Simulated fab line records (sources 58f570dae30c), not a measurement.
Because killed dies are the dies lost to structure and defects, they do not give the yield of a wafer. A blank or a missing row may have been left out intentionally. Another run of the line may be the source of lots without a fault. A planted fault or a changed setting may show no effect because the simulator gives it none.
fab line records -- flow berkeleyCmos170 -- part 2 of 2: steps 23 to 34 of 34
record: lots: 5, wafers: 15, lastDay: 12
route steps=331 shown START@5 ZERO@6 NWELL@14 PWELL@34
lots untouched by any fault: they come from a run of this same line in which no faults occurred
startH: hours from the record's opening day to when the first of the lot's shown wafers began -- waitH: how many hours have passed since the lot's step before this one -- " repeats the value in the row above -- L1.1+2: one row covering several wafers at once -- - no value, or no start given -- * or withheld: withheld -- < > ~ a bound
route shown NAME@n: a module of which the file shows steps, and the number in the route of the first -- usual: mean/standard deviation of fault-free wafers -- same: alike in all rows -- chamber/n: place in a boat -- sites: each site's reading -- _std_site: the standard deviation of these -- _edge_site: inner sites' mean taken away from outer sites' mean -- radiusMm: for every site, how far away it sits from the centre of the wafer -- mask NAME#n: copy n -- behind: the most recent tool/chamber to have shaped the wafer -- hold: the reason the lot was held/the length of the hold in hours/how it ended -- device: which transistor (n, p or np) failed to switch -- end of line: the same wafers' tests at the end of the route -- step lacking rows: just its recipe -- killed: not the wafer's yield, but the dies lost to structure and defects at the first sort -- map: per-die view of a wafer (x killed, . not killed, _ where there is no die)
set.NAME: the setting as run; set.NAME@STEP: as run at that earlier step -- model.NAME: the simulator's own value behind a step, which no gauge read
lots at selected steps of the route; one table per step, one row per wafer
services: when a tool's chamber went out of use (startH, in hours from the record's first day, below 0 if earlier), for how many hours, and the reason
== steps ==
step: UCB170_NWELL_ETCH_13
recipe: chemistry: CH3F/Ar/O2, target: Si3N4, stopOn: SiO2, CH3F_flow_sccm: 20, Ar_flow_sccm: 50, O2_flow_sccm: 7, pressureMtorr: 50, rfW: 450, targetDepthA: 2464, overEtchFrac: 0.1, timeS: 154
usual: drypumpMotorCurrentA: 5.7/0.69, oesProductAu: 0.946/0.015, throttleValvePct: 7.99/0.14
lot.wafer,tool,chamber,startH,waitH,drypumpMotorCurrentA,oesProductAu,rfHoursCounterH,throttleValvePct
L075.1,rieDiel-01,0,38.68,0.0,6.4,0.965,131,7.78
L075.3,rieDiel-01,2,38.68,0.0,5.5,0.948,169,7.97
L075.4,rieDiel-01,2,38.68,0.0,5.5,0.954,-,7.97
L077.3,rieDiel-01,0,52.33,0.0,6.4,0.977,132,7.78
L077.5,rieDiel-01,3,52.33,0.0,4.8,0.955,-,8.19
L077.6,rieDiel-01,1,52.33,0.0,4.8,0.943,-,8.16
L079.1,rieDiel-02,1,56.27,0.0,6.4,0.978,167,7.94
L079.5,rieDiel-02,1,56.27,0.0,6.5,0.966,-,7.95
L079.6,rieDiel-02,0,56.27,0.0,6.2,0.965,-,7.90
L086.3,rieDiel-01,2,95.21,0.0,5.5,0.933,1,7.95
L086.4,rieDiel-01,3,95.21,0.0,4.8,0.956,2,8.19
L086.5,rieDiel-01,0,95.21,0.0,6.4,0.961,-,7.79
L094.1,rieDiel-01,0,134.60,0.0,6.4,0.957,136,7.78
L094.3,rieDiel-01,3,134.60,0.0,4.8,0.932,4,8.18
L094.4,rieDiel-01,2,134.60,0.0,5.5,0.922,2,7.93
step: UCB170_NWELL_IMPLANT_14
recipe: species: P, doseCm2: 1e+13, energyKev: 150, tiltDeg: 7
lot.wafer,tool,chamber,startH,waitH
L075.1+3+4,implanter-03,0,38.78,0.1
L077.3+5+6,implanter-02,0,52.48,0.1
L079.1+5+6,implanter-02,0,56.37,0.1
L086.3+4+5,implanter-02,0,95.36,0.1
L094.1+3+4,implanter-02,0,134.70,0.1
step: UCB170_NWELL_STRIP_15
recipe: chemistry: O2, powerW: 400, pressureMtorr: 3500, platenTempC: withheld, o2FlowSccm: 400, overashFraction: 0.5
usual: drypumpMotorCurrentA: 5.67/0.24, o2FlowSccm: 400.1/1.2, oesProductAu: 0.721/0.0048, stripTimeToEndpointS: 18.03/0.082
same: overashFraction: 0.5
lot.wafer,tool,chamber,startH,waitH,drypumpMotorCurrentA,o2FlowSccm,oesProductAu,rfHoursCounterH,stripTimeToEndpointS
L075.1,plasmaAsher-03,0,38.93,0.1,5.60,402.8,0.724,30,17.90
L075.3,plasmaAsher-03,1,38.93,0.1,5.58,398.8,0.728,-,17.97
L075.4,plasmaAsher-03,0,38.93,0.1,5.63,402.4,0.715,-,17.91
L077.3,plasmaAsher-04,0,52.62,0.1,5.62,399.6,0.722,-,17.96
L077.5,plasmaAsher-04,1,52.62,0.1,6.06,398.8,0.714,-,18.09
L077.6,plasmaAsher-04,0,52.62,0.1,5.62,400.2,0.715,-,17.95
L079.1,plasmaAsher-03,0,56.52,0.1,5.61,400.7,0.715,33,18.08
L079.5,plasmaAsher-03,1,56.52,0.1,5.58,399.1,0.725,-,18.01
L079.6,plasmaAsher-03,0,56.52,0.1,5.61,399.0,0.728,-,18.04
L086.3,plasmaAsher-01,0,95.49,0.1,6.06,400.7,0.723,-,18.04
L086.4,plasmaAsher-01,1,95.49,0.1,5.31,398.6,0.714,-,18.09
L086.5,plasmaAsher-01,0,95.49,0.1,6.05,401.8,0.716,-,18.02
L094.1,plasmaAsher-01,1,134.85,0.1,5.32,400.8,0.720,40,18.00
L094.3,plasmaAsher-01,0,134.85,0.1,6.04,399.0,0.727,-,18.11
L094.4,plasmaAsher-01,1,134.85,0.1,5.31,400.1,0.731,-,18.11
step: UCB170_NWELL_TW_MEAS_16
usual: NWELL_TW: 1245/5.4
lot.wafer,tool,chamber,startH,waitH,NWELL_TW
L075.1,filmMetro-01,-,39.03,0.1,1245
L075.3,filmMetro-01,-,39.03,0.1,1243
L075.4,filmMetro-01,-,39.03,0.1,1244
L077.3,filmMetro-04,-,52.70,0.1,1232
L077.5,filmMetro-04,-,52.70,0.1,1240
L077.6,filmMetro-04,-,52.70,0.1,1242
L079.1,filmMetro-02,-,56.62,0.1,1244
L079.5,filmMetro-02,-,56.62,0.1,1245
L079.6,filmMetro-02,-,56.62,0.1,1245
L086.3,filmMetro-01,-,95.58,0.1,1245
L086.4,filmMetro-01,-,95.58,0.1,1245
L086.5,filmMetro-01,-,95.58,0.1,1245
L094.1,filmMetro-02,-,134.95,0.1,1243
L094.3,filmMetro-02,-,134.95,0.1,1242
L094.4,filmMetro-02,-,134.95,0.1,1237
step: UCB170_NWELL_CLEAN_17
recipe: chemistry: SPM, tempC: 120, timeS: 600
lot.wafer,tool,chamber,startH,waitH
L075.1+3+4,wetBench-03,3,39.26,0.2
L077.3+5+6,wetBench-03,1,52.74,0.0
L079.1+5+6,wetBench-01,2,56.99,0.4
L086.3+4+5,wetBench-02,3,95.62,0.0
L094.1+3+4,wetBench-01,2,135.01,0.1
step: UCB170_NWELL_WET_ETCH_18
recipe: chemistry: H3PO4, target: Si3N4, tempC: 160, timeS: 14400
lot.wafer,tool,chamber,startH,waitH
L075.1+3+4,wetBench-03,0,39.50,0.1
L077.3+5+6,wetBench-01,1,52.92,0.0
L079.1+5+6,wetBench-02,2,57.18,0.0
L086.3+4+5,wetBench-02,1,95.80,0.0
L094.1+3+4,wetBench-03,2,135.18,0.0
step: UCB170_NWELL_WET_ETCH_19
recipe: chemistry: BOE, dilution: 5:1, target: SiO2, tempC: 25, timeS: 22
lot.wafer,tool,chamber,startH,waitH
L075.1+3+4,wetBench-03,0,43.68,0.2
L077.3+5+6,wetBench-01,1,57.16,0.2
L079.1+5+6,wetBench-01,0,61.19,0.0
L086.3+4+5,wetBench-02,0,100.33,0.5
L094.1+3+4,wetBench-03,3,139.19,0.0
step: UCB170_PWELL_CLEAN_00
recipe: chemistry: SPM, tempC: 120, timeS: 600
lot.wafer,tool,chamber,startH,waitH
L075.1+3+4,wetBench-03,1,43.70,0.0
L077.3+5+6,wetBench-01,3,57.20,0.0
L079.1+5+6,wetBench-03,1,61.20,0.0
L086.3+4+5,wetBench-01,3,100.60,0.3
L094.1+3+4,wetBench-03,0,139.21,0.0
step: UCB170_PWELL_CLEAN_01
recipe: chemistry: dHF, dilution: 25:1, timeS: 60
lot.wafer,tool,chamber,startH,waitH
L075.1+3+4,wetBench-03,0,43.87,0.0
L077.3+5+6,wetBench-01,1,57.39,0.0
L079.1+5+6,wetBench-02,2,61.38,0.0
L086.3+4+5,wetBench-01,3,100.98,0.2
L094.1+3+4,wetBench-03,1,139.38,0.0
step: UCB170_PWELL_OXIDATION_02
recipe: tempC: 1000, ambient: O2, targetThkA: 264, oxTimeS: 1260
usual: spikeTcCentreC: 1001.3/1, spikeTcSourceC: 1025.4/0.96
lot.wafer,tool,chamber,startH,waitH,spikeTcCentreC,spikeTcSourceC
L075.1,furnace-04,0,46.86,3.0,1001.6,1026.5
L075.3,furnace-04,0,46.86,3.0,1000.3,1025.4
L075.4,furnace-04,0,46.86,3.0,1001.6,1025.3
L077.3,furnace-01,0,61.42,4.0,1000.6,1024.3
L077.5,furnace-01,0,61.42,4.0,999.0,1024.2
L077.6,furnace-01,0,61.42,4.0,999.9,1025.6
L079.1,furnace-01,0,61.42,0.0,1000.9,1025.0
L079.5,furnace-01,0,61.42,0.0,1001.4,1026.9
L079.6,furnace-01,0,61.42,0.0,1003.4,1027.0
L086.3,furnace-01,0,104.58,3.6,1000.9,1024.7
L086.4,furnace-01,0,104.58,3.6,1002.2,1024.1
L086.5,furnace-01,0,104.58,3.6,1002.8,1024.0
L094.1,furnace-04,0,144.61,5.2,1001.8,1024.4
L094.3,furnace-04,0,144.61,5.2,1001.2,1026.3
L094.4,furnace-04,0,144.61,5.2,1001.3,1027.8
step: UCB170_PWELL_THK_MEAS_03
recipe: reads: SiO2_of_PWELL_OXIDATION_02
usual: PWELL_OXIDE_THK: 26.4/0.48
lot.wafer,tool,chamber,startH,waitH,PWELL_OXIDE_THK[nm]
L075.1,filmMetro-04,-,48.21,0.0,26.6
L075.3,filmMetro-04,-,48.21,0.0,26.6
L075.4,filmMetro-04,-,48.21,0.0,26.6
L079.1,filmMetro-01,-,62.77,0.0,25.9
L079.5,filmMetro-01,-,62.77,0.0,26.4
L079.6,filmMetro-01,-,62.77,0.0,26.3
L077.3,filmMetro-03,-,62.79,0.0,26.5
L077.5,filmMetro-03,-,62.79,0.0,26.1
L077.6,filmMetro-03,-,62.79,0.0,26.7
L086.3,filmMetro-03,-,105.95,0.0,26.3
L086.4,filmMetro-03,-,105.95,0.0,26.6
L086.5,filmMetro-03,-,105.95,0.0,26.4
L094.1,filmMetro-03,-,145.96,0.0,27.4
L094.3,filmMetro-03,-,145.96,0.0,27.1
L094.4,filmMetro-03,-,145.96,0.0,27.0
step: UCB170_PWELL_ANNEAL_04
recipe: tempC: 1000, timeS: 900, ambient: N2
usual: spikeTcCentreC: 1001.5/1.1, spikeTcSourceC: 1025.5/1
lot.wafer,tool,chamber,startH,waitH,spikeTcCentreC,spikeTcSourceC
L075.1,furnace-01,0,50.90,2.7,1000.4,1025.4
L075.3,furnace-01,0,50.90,2.7,1002.2,1025.4
L075.4,furnace-01,0,50.90,2.7,1001.9,1023.5
L077.3,furnace-04,0,67.49,4.7,1003.1,1026.3
L077.5,furnace-04,0,67.49,4.7,1000.9,1025.6
L077.6,furnace-04,0,67.49,4.7,1002.0,1026.5
L079.1,furnace-04,0,67.49,4.7,1000.0,1026.8
L079.5,furnace-04,0,67.49,4.7,1000.8,1024.5
L079.6,furnace-04,0,67.49,4.7,1000.7,1025.5
L086.3,furnace-04,0,106.50,0.5,1000.6,1025.2
L086.4,furnace-04,0,106.50,0.5,999.2,1026.2
L086.5,furnace-04,0,106.50,0.5,1001.7,1026.2
L094.1,furnace-02,0,149.99,4.0,1003.7,1025.2
L094.3,furnace-02,0,149.99,4.0,1000.4,1025.9
L094.4,furnace-02,0,149.99,4.0,1002.8,1027.0
== services ==
tool,chamber,startH,hours,kind
krfScanner-02,-,6.85,4.0,pm
rieDiel-01,2,8.10,1.8,repair
krfScanner-02,-,12.59,0.8,pm
krfScanner-02,-,15.65,1.3,pm
furnace-02,-,23.72,3.6,pm
krfScanner-01,-,36.04,3.5,repair
implanter-02,-,45.86,1.4,repair
krfScanner-01,-,48.75,1.2,repair
krfScanner-01,-,52.76,1.3,pm
krfScanner-01,-,58.19,0.8,pm
krfScanner-02,-,62.73,4.4,pm
furnace-04,-,76.78,3.0,pm
plasmaAsher-04,-,78.22,16.4,pm
implanter-02,-,79.97,5.0,pm
implanter-02,-,85.36,3.3,pm
implanter-02,-,89.04,1.1,repair
furnace-02,-,100.37,3.2,pm
furnace-01,-,105.93,3.6,pm
plasmaAsher-04,-,110.90,0.6,repair
furnace-01,-,123.08,5.5,pm
furnace-04,-,129.00,9.5,pm
krfScanner-01,-,132.56,1.0,pm
krfScanner-02,-,135.82,1.0,pm
plasmaAsher-04,-,140.39,13.0,repair
